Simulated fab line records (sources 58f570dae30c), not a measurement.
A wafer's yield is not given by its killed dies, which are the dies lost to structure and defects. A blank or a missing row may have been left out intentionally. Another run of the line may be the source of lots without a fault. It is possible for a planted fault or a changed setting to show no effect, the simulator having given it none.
fab line records	flow berkeley_cmos170	part 1 of 2: steps 1 to 35 of 44
[record] lots = 6	wafers = 18	last_day = 11
route steps=331 shown SDANNEAL@205 PSD@206 NSD@207 PLDD@208 NLDD@209 SILICIDE@210 CONTACT@216 M1@238 M3@331
lots that met no fault: taken from a fault-free run of the same line
start_h: start of the lot's first displayed wafer, in hours after the record's first day	wait_h: time in hours since the lot's previous step	" unchanged from the row above	L1.1+2: one row covering several wafers at once	- no value, or no start was given	* or withheld: withheld	< > ~ a bound
route shown NAME@n: a module of which the file shows steps, and the number in the route of the first	usual: average and standard deviation across the fault-free wafers	same: alike in all rows	chamber/n: place in a boat	sites: the reading at each site	_std_site: their standard deviation	_edge_site: outer sites' mean less inner sites'	radius_mm: how far each site lies from the wafer's centre	mask NAME#n: copy n	behind: the most recent tool/chamber to have shaped the wafer	hold: why the lot was held/for how many hours/how that ended	device: transistor that didn't switch, given as n, p or np	end of line: the same wafers' tests at the end of the route	step lacking rows: just its recipe	killed: at the first sort, the dies lost to defects and structure; wafer yield is something else	map: the dies of a wafer, with x for killed, . for not killed, _ for no die there
set.NAME: setting as actually run; set.NAME@STEP: the setting as run at that earlier step	model.NAME: the simulator's own value behind a step, which no gauge read
lots at selected steps of the route; one table per step, one row per wafer
services: when a tool's chamber went out of use (start_h, in hours from the record's first day, below 0 if earlier), for how many hours, and the reason
[[steps]]
[step UCB170_SDANNEAL_RTA_01]
[recipe] temp_c = 1050	time_s = 5	ambient = N2
[usual] lamp_power_pct = 37/3.9	wafer_temp_C_max = 1054.0/0.81
lot.wafer	tool	chamber	start_h	wait_h	lamp_power_pct	wafer_temp_C_max
L784.1	rtp_anneal-02	0	132.40	0.1	32	1052.7
L784.2	"	0	"	"	32	1053.0
L784.4	"	0	"	"	32	1053.9
L794.3	rtp_anneal-02	0	181.13	0.1	32	1053.0
L794.5	"	0	"	"	32	1053.5
L794.6	"	0	"	"	32	1054.2
L796.2	rtp_anneal-01	0	195.54	0.1	40	1054.7
L796.4	"	0	"	"	40	1054.3
L796.6	"	0	"	"	40	1053.6
L797.2	rtp_anneal-01	0	206.11	0.1	40	1054.1
L797.5	"	0	"	"	40	1054.7
L797.6	"	0	"	"	40	1054.4
L801.1	rtp_anneal-01	0	218.85	0.1	40	1054.1
L801.5	"	0	"	"	40	1054.3
L801.6	"	0	"	"	40	1054.9
L804.2	rtp_anneal-02	0	232.93	0.1	32	1054.1
L804.3	"	0	"	"	32	1053.9
L804.4	"	0	"	"	32	1053.1
[step UCB170_SDANNEAL_RS_MEAS_02]
[recipe] thk_meas_gauge = four-point-probe
[usual] PSD_RS = 75.7/0.33
lot.wafer	tool	chamber	start_h	wait_h	PSD_RS[ohm/sq]
L784.1	film_metro-03	-	132.46	0.0	75.8
L784.2	"	-	"	"	76.0
L784.4	"	-	"	"	76.2
L794.3	film_metro-03	-	181.22	0.1	75.7
L794.5	"	-	"	"	76.0
L794.6	"	-	"	"	76.3
L796.2	film_metro-02	-	195.60	0.1	75.6
L796.4	"	-	"	"	75.9
L796.6	"	-	"	"	76.1
L797.2	film_metro-03	-	206.18	0.1	75.5
L797.5	"	-	"	"	75.5
L797.6	"	-	"	"	75.5
L801.1	film_metro-04	-	218.90	0.0	75.4
L801.5	"	-	"	"	75.5
L801.6	"	-	"	"	75.5
L804.2	film_metro-03	-	233.00	0.1	75.4
L804.3	"	-	"	"	75.8
L804.4	"	-	"	"	75.4
[step UCB170_SDANNEAL_RS_MEAS_03]
[recipe] thk_meas_gauge = four-point-probe
[usual] NSD_RS = 37.31/0.088
lot.wafer	tool	chamber	start_h	wait_h	NSD_RS[ohm/sq]
L784.1	film_metro-03	-	132.58	0.1	37.31
L784.2	"	-	"	"	37.31
L784.4	"	-	"	"	37.35
L794.3	film_metro-03	-	181.34	0.1	37.36
L794.5	"	-	"	"	37.45
L794.6	"	-	"	"	37.36
L796.2	film_metro-02	-	195.72	0.1	37.27
L796.4	"	-	"	"	37.29
L796.6	"	-	"	"	37.39
L797.2	film_metro-03	-	206.30	0.1	37.20
L797.5	"	-	"	"	37.14
L797.6	"	-	"	"	37.14
L801.1	film_metro-04	-	219.02	0.1	37.29
L801.5	"	-	"	"	37.25
L801.6	"	-	"	"	37.28
L804.2	film_metro-03	-	233.12	0.1	37.38
L804.3	"	-	"	"	37.20
L804.4	"	-	"	"	37.12
[step UCB170_SDANNEAL_RS_MEAS_04]
[recipe] thk_meas_gauge = four-point-probe
[usual] PLDD_RS = 1032.7/2.5
lot.wafer	tool	chamber	start_h	wait_h	PLDD_RS[ohm/sq]
L784.1	film_metro-03	-	132.70	0.1	1032.7
L784.2	"	-	"	"	1030.7
L784.4	"	-	"	"	1033.5
L794.3	film_metro-03	-	181.46	0.1	1038.5
L794.5	"	-	"	"	1036.2
L794.6	"	-	"	"	1036.3
L796.2	film_metro-02	-	195.84	0.1	1033.9
L796.4	"	-	"	"	1031.0
L796.6	"	-	"	"	1032.7
L797.2	film_metro-03	-	206.42	0.1	1032.8
L797.5	"	-	"	"	1034.8
L797.6	"	-	"	"	1036.1
L801.1	film_metro-04	-	219.14	0.1	1030.6
L801.5	"	-	"	"	1031.8
L801.6	"	-	"	"	1025.9
L804.2	film_metro-03	-	233.24	0.1	1030.3
L804.3	"	-	"	"	1029.8
L804.4	"	-	"	"	1030.9
[step UCB170_SDANNEAL_RS_MEAS_05]
[recipe] thk_meas_gauge = four-point-probe
[usual] NLDD_RS = 617.2/1.5
lot.wafer	tool	chamber	start_h	wait_h	NLDD_RS[ohm/sq]
L784.1	film_metro-03	-	132.82	0.1	617.6
L784.2	"	-	"	"	616.2
L784.4	"	-	"	"	617.5
L794.3	film_metro-03	-	181.58	0.1	616.8
L794.5	"	-	"	"	614.4
L794.6	"	-	"	"	617.1
L796.2	film_metro-02	-	195.96	0.1	619.9
L796.4	"	-	"	"	618.1
L796.6	"	-	"	"	618.0
L797.2	film_metro-03	-	206.54	0.1	616.6
L797.5	"	-	"	"	617.8
L797.6	"	-	"	"	618.0
L801.1	film_metro-04	-	219.26	0.1	614.1
L801.5	"	-	"	"	614.5
L801.6	"	-	"	"	613.8
L804.2	film_metro-03	-	233.36	0.1	617.3
L804.3	"	-	"	"	616.2
L804.4	"	-	"	"	616.9
[step UCB170_SILICIDE_PRE_CLEAN_00]
[recipe] gas = Ar	preclean_etch_time_s = 60
[step UCB170_SILICIDE_SPUTTER_01]
[recipe] material = Ti	target_thk_nm = 30	time_s = 25	power_w = 1500	chamber_pressure_pa = 0.5075
[usual] chamber_pressure_pa = 0.5074/0.0011	throttle_valve_pct = 30.1/0.95
lot.wafer	tool	chamber	start_h	wait_h	chamber_pressure_pa	throttle_valve_pct
L784.1	pvd_sputter-02	-	133.01	0.0	0.5091	30.4
L784.2	"	-	"	"	0.5087	31.3
L784.4	"	-	"	"	0.5061	30.5
L794.3	pvd_sputter-04	-	181.73	0.0	0.5062	28.9
L794.5	"	-	"	"	0.5066	29.5
L794.6	"	-	"	"	0.5071	29.4
L796.2	pvd_sputter-04	-	196.13	0.0	0.5083	29.4
L796.4	"	-	"	"	0.5065	30.5
L796.6	"	-	"	"	0.5066	28.8
L797.2	pvd_sputter-02	-	206.71	0.0	0.5066	30.2
L797.5	"	-	"	"	0.5074	29.7
L797.6	"	-	"	"	0.5078	30.1
L801.1	pvd_sputter-02	-	219.45	0.0	0.5095	30.5
L801.5	"	-	"	"	0.5064	30.0
L801.6	"	-	"	"	0.5068	31.5
L804.2	pvd_sputter-02	-	233.53	0.0	0.5067	30.0
L804.3	"	-	"	"	0.5067	31.4
L804.4	"	-	"	"	0.5083	30.4
[step UCB170_SILICIDE_RS_MEAS_02]
[recipe] thk_meas_gauge = four-point-probe	reads = Ti_of_SILICIDE_SPUTTER_01
[usual] SILICIDE_TI_RS = 26.4/0.39
lot.wafer	tool	chamber	start_h	wait_h	SILICIDE_TI_RS[ohm/sq]
L784.1	film_metro-04	-	133.04	0.0	26.5
L784.2	"	-	"	"	26.9
L784.4	"	-	"	"	26.5
L794.3	film_metro-04	-	181.80	0.1	26.5
L794.5	"	-	"	"	26.9
L794.6	"	-	"	"	26.3
L796.2	film_metro-04	-	196.18	0.0	26.8
L796.4	"	-	"	"	26.6
L796.6	"	-	"	"	26.3
L797.2	film_metro-01	-	206.76	0.0	26.2
L797.5	"	-	"	"	26.3
L797.6	"	-	"	"	26.3
L801.1	film_metro-01	-	219.48	0.0	26.2
L801.5	"	-	"	"	26.2
L801.6	"	-	"	"	25.9
L804.2	film_metro-01	-	233.58	0.0	26.3
L804.3	"	-	"	"	26.0
L804.4	"	-	"	"	26.2
[step UCB170_SILICIDE_THK_MEAS_03]
[recipe] thk_meas_gauge = xrf	reads = Ti_of_SILICIDE_SPUTTER_01
[usual] SILICIDE_TI_THK = 29.8/0.42
lot.wafer	tool	chamber	start_h	wait_h	SILICIDE_TI_THK[nm]
L784.1	film_metro-04	-	133.16	0.1	29.6
L784.2	"	-	"	"	29.3
L784.4	"	-	"	"	29.6
L794.3	film_metro-04	-	181.90	0.1	29.6
L794.5	"	-	"	"	29.4
L794.6	"	-	"	"	29.8
L796.2	film_metro-04	-	196.29	0.1	29.5
L796.4	"	-	"	"	29.6
L796.6	"	-	"	"	29.8
L797.2	film_metro-01	-	206.87	0.1	30.0
L797.5	"	-	"	"	29.9
L797.6	"	-	"	"	29.9
L801.1	film_metro-01	-	219.60	0.1	30.0
L801.5	"	-	"	"	29.8
L801.6	"	-	"	"	30.2
L804.2	film_metro-01	-	233.69	0.1	29.6
L804.3	"	-	"	"	30.1
L804.4	"	-	"	"	29.8
[step UCB170_SILICIDE_RTA_04]
[recipe] temp_c = 650	time_s = 15	ambient = N2
[step UCB170_SILICIDE_WET_ETCH_05]
[recipe] chemistry = SPM	time_s = 45	temp_c = 120	target = Ti
[step UCB170_CONTACT_CLEAN_00]
[recipe] chemistry = SPM	temp_c = 120	time_s = 600
[step UCB170_CONTACT_CVD_01]
[recipe] material = PSG	target_thk_nm = 700	temp_c = 450	precursor = SiH4/O2/PH3	time_s = 2820	pressure_mtorr = 300	sih4_flow_sccm = 60	o2_flow_sccm = 90	ph3_flow_sccm = 25
[usual] ph3_flow_sccm = 24.99/0.073	sih4_flow_sccm = 60.01/0.16
lot.wafer	tool	chamber	start_h	wait_h	ph3_flow_sccm	sih4_flow_sccm	model.PSG_of_CONTACT_CVD_01.thk_nm
L784.1	lpcvd-02	0	134.32	0.6	24.96	60.10	695.7
L784.2	"	0	"	"	25.03	60.19	692
L784.4	"	0	"	"	24.95	60.12	690.2
L794.3	lpcvd-01	1	183.76	1.5	24.98	60.05	702.3
L794.5	"	1	"	"	24.91	60.12	703.5
L794.6	"	1	"	"	24.92	60.22	703.7
L796.2	lpcvd-01	0	196.61	0.0	25.11	71.99	753.9
L796.4	"	0	"	"	25.04	71.77	753.9
L796.6	"	0	"	"	25.10	72.22	751.8
L797.2	lpcvd-01	0	207.20	0.0	25.04	71.93	751.2
L797.5	"	0	"	"	24.99	71.78	749.7
L797.6	"	0	"	"	25.03	72.17	755.3
L801.1	lpcvd-02	1	220.38	0.5	25.07	59.91	697.8
L801.5	"	1	"	"	25.13	59.80	697.3
L801.6	"	1	"	"	24.92	59.80	697.3
L804.2	lpcvd-02	1	234.52	0.3	24.96	59.86	682.2
L804.3	"	1	"	"	24.94	59.94	683.2
L804.4	"	1	"	"	24.94	60.06	687.4
[step UCB170_CONTACT_THK_MEAS_02]
[recipe] reads = PSG_of_CONTACT_CVD_01
[usual] CONTACT_PSG_THK = 700/7.6
lot.wafer	tool	chamber	start_h	wait_h	CONTACT_PSG_THK[nm]
L784.1	film_metro-01	-	136.10	0.0	695
L784.2	"	-	"	"	692
L784.4	"	-	"	"	691
L794.3	film_metro-01	-	185.56	0.0	703
L794.5	"	-	"	"	703
L794.6	"	-	"	"	703
L796.2	film_metro-01	-	198.41	0.0	754
L796.4	"	-	"	"	754
L796.6	"	-	"	"	752
L797.2	film_metro-02	-	208.99	0.0	751
L797.5	"	-	"	"	750
L797.6	"	-	"	"	754
L801.1	film_metro-02	-	222.17	0.0	697
L801.5	"	-	"	"	697
L801.6	"	-	"	"	697
L804.2	film_metro-01	-	236.32	0.0	683
L804.3	"	-	"	"	684
L804.4	"	-	"	"	688
[step UCB170_CONTACT_HMDS_03]
[recipe] prime_time_s = 60	prime_temp_c = 100
[step UCB170_CONTACT_COAT_04]
[recipe] resist = KrF	spin_rpm = 1500	resist_thk_nm = 900
[step UCB170_CONTACT_SOFTBAKE_05]
[recipe] resist = KrF	temp_c = 130	time_s = 60
[step UCB170_CONTACT_STRIP_06]
[recipe] chemistry = O2	power_w = 400	pressure_mtorr = 3500	platen_temp_c = withheld	o2_flow_sccm = 400	overash_fraction = 0.5
[step UCB170_CONTACT_CLEAN_07]
[recipe] chemistry = SPM	temp_c = 120	time_s = 600
[step UCB170_CONTACT_RTA_08]
[recipe] temp_c = 900	time_s = 10	ambient = N2
[usual] lamp_power_pct = 23.3/2.5	wafer_temp_C_max = 903.4/0.67
lot.wafer	tool	chamber	start_h	wait_h	lamp_power_pct	wafer_temp_C_max
L784.1	rtp_anneal-02	0	137.60	0.0	21.0	904.7
L784.2	"	0	"	"	21.0	903.4
L784.4	"	0	"	"	21.0	903.8
L794.3	rtp_anneal-01	0	188.30	0.0	26.0	904.2
L794.5	"	0	"	"	26.1	902.9
L794.6	"	0	"	"	26.1	902.9
L796.2	rtp_anneal-02	0	199.60	0.0	21.0	903.0
L796.4	"	0	"	"	21.0	902.7
L796.6	"	0	"	"	21.0	902.8
L797.2	rtp_anneal-01	0	209.93	0.0	26.1	902.7
L797.5	"	0	"	"	26.1	903.8
L797.6	"	0	"	"	26.1	902.9
L801.1	rtp_anneal-01	0	223.22	0.0	26.1	902.8
L801.5	"	0	"	"	26.1	902.8
L801.6	"	0	"	"	26.1	903.5
L804.2	rtp_anneal-01	0	237.47	0.0	26.1	903.8
L804.3	"	0	"	"	26.0	903.4
L804.4	"	0	"	"	26.1	904.0
[step UCB170_CONTACT_COAT_09]
[recipe] resist = BARC	temp_c = withheld	time_s = withheld	spin_rpm = 3000	resist_thk_nm = withheld
[step UCB170_CONTACT_COAT_10]
[recipe] resist = KrF	spin_rpm = 1500	resist_thk_nm = 900
[step UCB170_CONTACT_SOFTBAKE_11]
[recipe] resist = KrF	temp_c = 130	time_s = 60
[step UCB170_CONTACT_EXPOSE_12]
[recipe] mask_id = CONT	target_cd_nm = 700	na = 0.5	sigma_outer = 0.6	source_shape = conventional	dose_mj = 34.6
[step UCB170_CONTACT_PEB_13]
[recipe] peb_temp_c = 130	peb_time_s = withheld	resist = KrF
[step UCB170_CONTACT_DEVELOP_14]
[recipe] developer = TMAH	develop_time_s = 45	resist = KrF	dev_temp_c = 21
[step UCB170_CONTACT_CD_MEAS_15]
[recipe] target_cd_nm = 700
[usual] cd_nm = 699.5/1.5
lot.wafer	tool	chamber	start_h	wait_h	cd_nm
L784.1	cd_sem-02	-	139.18	-	701.4
L784.2	"	-	"	"	698.5
L784.4	"	-	"	"	700.1
L794.3	cd_sem-02	-	189.46	-	699.4
L794.5	"	-	"	"	699.2
L794.6	"	-	"	"	699.6
L796.2	cd_sem-01	-	201.68	-	699.3
L796.4	"	-	"	"	697.8
L796.6	"	-	"	"	700.4
L797.2	cd_sem-02	-	210.97	-	698.1
L797.5	"	-	"	"	697.8
L797.6	"	-	"	"	698.5
L801.1	cd_sem-01	-	224.64	-	699.4
L801.5	"	-	"	"	699.2
L801.6	"	-	"	"	698.5
L804.2	cd_sem-02	-	240.10	-	697.0
L804.3	"	-	"	"	696.8
L804.4	"	-	"	"	697.1
[step UCB170_CONTACT_OVL_MEAS_16]
[usual] CONTACT_OVL = -3/4
lot.wafer	tool	chamber	start_h	wait_h	CONTACT_OVL[nm]
L784.1	overlay-02	-	139.30	0.1	-4
L784.2	"	-	"	"	1
L784.4	"	-	"	"	-1
L794.3	overlay-01	-	189.56	0.1	-4
L794.5	"	-	"	"	-2
L794.6	"	-	"	"	0
L796.2	overlay-02	-	201.79	0.1	-5
L796.4	"	-	"	"	-3
L796.6	"	-	"	"	-7
L797.2	overlay-01	-	211.08	0.1	-2
L797.5	"	-	"	"	-5
L797.6	"	-	"	"	-7
L801.1	overlay-01	-	224.76	0.1	-6
L801.5	"	-	"	"	-5
L801.6	"	-	"	"	-6
L804.2	overlay-02	-	240.21	0.1	-2
L804.3	"	-	"	"	0
L804.4	"	-	"	"	-1
[step UCB170_CONTACT_ETCH_17]
[recipe] chemistry = N2/H2	target_depth_a = withheld	overetch_a = withheld	target = BARC	time_s = withheld	source_w = 500	bias_w = 100	pressure_mtorr = 30	n2_flow_sccm = 100	h2_flow_sccm = 200
[usual] drypump_motor_current_A = 5.7/0.43	oes_product_au = 1.007/0.012	throttle_valve_pct = 13.28/0.24
lot.wafer	tool	chamber	start_h	wait_h	drypump_motor_current_A	oes_product_au	throttle_valve_pct
L784.1	rie_diel-02	2	139.33	0.0	6.8	0.995	13.25
L784.2	"	0	"	"	5.7	0.977	13.57
L784.4	"	3	"	"	5.5	1.009	13.05
L794.3	rie_diel-04	1	189.58	0.0	5.8	1.015	13.48
L794.5	"	2	"	"	5.6	1.014	13.58
L794.6	"	1	"	"	5.8	1.007	13.47
L796.2	rie_diel-01	0	201.82	0.0	5.5	1.007	13.30
L796.4	"	1	"	"	5.4	0.998	13.43
L796.6	"	3	"	"	5.8	1.022	12.92
L797.2	rie_diel-04	1	211.11	0.0	5.9	1.011	13.48
L797.5	"	1	"	"	5.9	1.013	13.47
L797.6	"	2	"	"	5.5	1.014	13.59
L801.1	rie_diel-04	0	224.80	0.0	5.9	1.027	13.32
L801.5	"	1	"	"	5.8	1.023	13.49
L801.6	"	0	"	"	6.0	1.031	13.31
L804.2	rie_diel-01	1	240.24	0.0	5.4	0.987	13.42
L804.3	"	2	"	"	6.5	0.997	12.90
L804.4	"	0	"	"	5.5	1.012	13.32
[step UCB170_CONTACT_ETCH_18]
[recipe] chemistry = CHF3/CF4/Ar	target = PSG	stop_on = TiSi2	CHF3_flow_sccm = 45	cf4_flow_sccm = 15	Ar_flow_sccm = 150	pressure_mtorr = 200	rf_w = 700	target_depth_a = 8400	over_etch_frac = 0.2	time_s = 195
[usual] drypump_motor_current_A = 5.7/0.43	oes_product_au = 0.899/0.01	throttle_valve_pct = 6.89/0.12
lot.wafer	tool	chamber	start_h	wait_h	drypump_motor_current_A	oes_product_au	rf_hours_counter_h	throttle_valve_pct	model.CONTACT.feature_depth_nm	model.etch.depth_nm
L784.1	rie_diel-02	3	-	-	5.5	0.901	108	6.77	695.7	695.7
L784.2	"	0	"	"	5.7	0.871	156	7.04	692	692
L784.4	"	2	"	"	6.7	0.876	21	6.90	690.2	690.2
L794.3	rie_diel-04	1	-	-	5.8	0.909	1	6.96	702.3	702.3
L794.5	"	2	"	"	5.6	0.900	-	7.06	703.5	703.5
L794.6	"	1	"	"	5.8	0.912	-	6.96	703.7	703.7
L796.2	rie_diel-01	0	-	-	5.5	0.927	67	6.91	753.9	753.9
L796.4	"	1	"	"	5.4	0.931	4	6.90	753.9	753.9
L796.6	"	3	"	"	5.8	0.933	-	6.71	751.8	751.8
L797.2	rie_diel-04	1	-	-	5.8	0.942	2	6.97	751.2	751.2
L797.5	"	1	"	"	5.8	0.937	-	6.96	749.7	749.7
L797.6	"	2	"	"	5.5	0.941	-	7.07	755.3	755.3
L801.1	rie_diel-04	0	-	-	6.0	0.894	131	6.87	697.8	697.8
L801.5	"	1	"	"	5.9	0.896	-	6.97	697.3	697.3
L801.6	"	0	"	"	6.0	0.899	-	6.85	697.3	697.3
L804.2	rie_diel-01	1	-	-	5.4	0.876	6	6.91	682.2	682.2
L804.3	"	2	"	"	6.5	0.887	69	6.69	683.2	683.2
L804.4	"	0	"	"	5.5	0.891	69	6.88	687.4	687.4
[step UCB170_CONTACT_STRIP_19]
[recipe] chemistry = O2	power_w = 400	pressure_mtorr = 3500	platen_temp_c = withheld	o2_flow_sccm = 400	overash_fraction = 0.5
[usual] drypump_motor_current_A = 5.7/0.61	oes_product_au = 0.725/0.0045
lot.wafer	tool	chamber	start_h	wait_h	drypump_motor_current_A	oes_product_au	rf_hours_counter_h
L784.1	plasma_asher-04	1	139.50	-	6.0	0.729	46
L784.2	"	0	"	"	4.7	0.720	46
L784.4	"	1	"	"	6.0	0.720	-
L794.3	plasma_asher-01	0	189.78	-	6.5	0.737	-
L794.5	"	0	"	"	6.5	0.724	-
L794.6	"	1	"	"	5.4	0.728	-
L796.2	plasma_asher-01	1	201.98	-	5.4	0.721	9
L796.4	"	1	"	"	5.4	0.728	-
L796.6	"	0	"	"	6.5	0.730	-
L797.2	plasma_asher-04	0	211.28	-	4.7	0.725	54
L797.5	"	1	"	"	6.0	0.727	-
L797.6	"	0	"	"	4.7	0.723	-
L801.1	plasma_asher-03	0	224.96	-	5.4	0.720	44
L801.5	"	0	"	"	5.4	0.736	-
L801.6	"	1	"	"	6.2	0.726	-
L804.2	plasma_asher-04	0	240.41	-	4.7	0.727	57
L804.3	"	1	"	"	6.0	0.721	-
L804.4	"	0	"	"	4.7	0.721	-
[step UCB170_CONTACT_CD_MEAS_90]
[recipe] target_cd_nm = 700
[usual] cd_nm = 699.2/1.5
lot.wafer	tool	chamber	start_h	wait_h	cd_nm
L784.1	cd_sem-01	-	139.60	0.1	701.1
L784.2	"	-	"	"	700.3
L784.4	"	-	"	"	700.6
L794.3	cd_sem-01	-	189.90	0.1	700.0
L794.5	"	-	"	"	698.5
L794.6	"	-	"	"	700.1
L796.2	cd_sem-01	-	202.10	0.1	698.9
L796.4	"	-	"	"	698.9
L796.6	"	-	"	"	700.6
L797.2	cd_sem-01	-	211.40	0.1	698.2
L797.5	"	-	"	"	697.3
L797.6	"	-	"	"	698.0
L801.1	cd_sem-01	-	225.06	0.1	699.1
L801.5	"	-	"	"	698.6
L801.6	"	-	"	"	697.8
L804.2	cd_sem-01	-	240.53	0.1	696.0
L804.3	"	-	"	"	696.9
L804.4	"	-	"	"	697.3
[step UCB170_CONTACT_CLEAN_20]
[recipe] chemistry = SPM	temp_c = 120	time_s = 600
[step UCB170_M1_SPUTTER_00]
[recipe] material = Al	target_thk_nm = 600	time_s = 80	power_w = 6000	chamber_pressure_pa = 0.5
[step UCB170_M1_RS_MEAS_01]
[recipe] thk_meas_gauge = four-point-probe	reads = Al_of_M1_SPUTTER_00
[usual] M1_AL_RS = 0.0483/0.00044
lot.wafer	tool	chamber	start_h	wait_h	M1_AL_RS[ohm/sq]
L784.1	film_metro-03	-	139.96	0.0	0.0484
L784.2	"	-	"	"	0.0480
L784.4	"	-	"	"	0.0487
L794.3	film_metro-03	-	190.27	0.1	0.0492
L794.5	"	-	"	"	0.0487
L794.6	"	-	"	"	0.0485
L796.2	film_metro-04	-	202.94	0.1	0.0489
L796.4	"	-	"	"	0.0480
L796.6	"	-	"	"	0.0488
L797.2	film_metro-04	-	211.75	0.1	0.0480
L797.5	"	-	"	"	0.0481
L797.6	"	-	"	"	0.0482
L801.1	film_metro-02	-	225.43	0.0	0.0477
L801.5	"	-	"	"	0.0481
L801.6	"	-	"	"	0.0480
L804.2	film_metro-03	-	241.03	0.1	0.0483
L804.3	"	-	"	"	0.0483
L804.4	"	-	"	"	0.0485
[[key]]
[first_sign] step = UCB170_CONTACT_CVD_01	reading = sih4_flow_sccm	direction = up	sigmas = 73	usual = 60.01	struck = 71.97
[effect] step = UCB170_CONTACT_THK_MEAS_02	reading = CONTACT_PSG_THK	direction = up	sigmas = 6.9	usual = 700	struck = 752
[effect] step = UCB170_CONTACT_ETCH_18	reading = oes_product_au	direction = up	sigmas = 3.4	usual = 0.899	struck = 0.935
[model_effect] step = UCB170_CONTACT_CVD_01	value = PSG_of_CONTACT_CVD_01.thk_nm	without = 704.6	struck = 752.6
[model_effect] step = UCB170_CONTACT_ETCH_18	value = CONTACT.feature_depth_nm	without = 704.6	struck = 752.6
[model_effect] step = UCB170_M1_METAL_ETCH_12	value = PSG_of_CONTACT_CVD_01.thk_nm	without = 667.8	struck = 715.8
[model_effect] step = UCB170_M3_PROBE_99	value = etest.field_p_metal.vt_v	without = -60.45	struck = -63.24
met_at UCB170_CONTACT_CVD_01
struck_wafers L796.2,L796.4,L796.6,L797.2,L797.5,L797.6
tester_left_out L796,L797
[fault] kind = process_parameter_drift	tool = lpcvd-01	chamber = 0	onset_h = 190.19	steps = UCB170_CONTACT_CVD_01	channel = sih4_flow_sccm	offset = 12	shape = step	end_h = 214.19	acts_in = these_recipes_only	stated = 60
// tester_left_out: of these lots the tester's yield and bins aren't shown, on N5 and GAA mostly nor the transistor test; their killed dies are dies lost to structure and defects alone, not to doping, threshold or leakage, so they don't give the yield
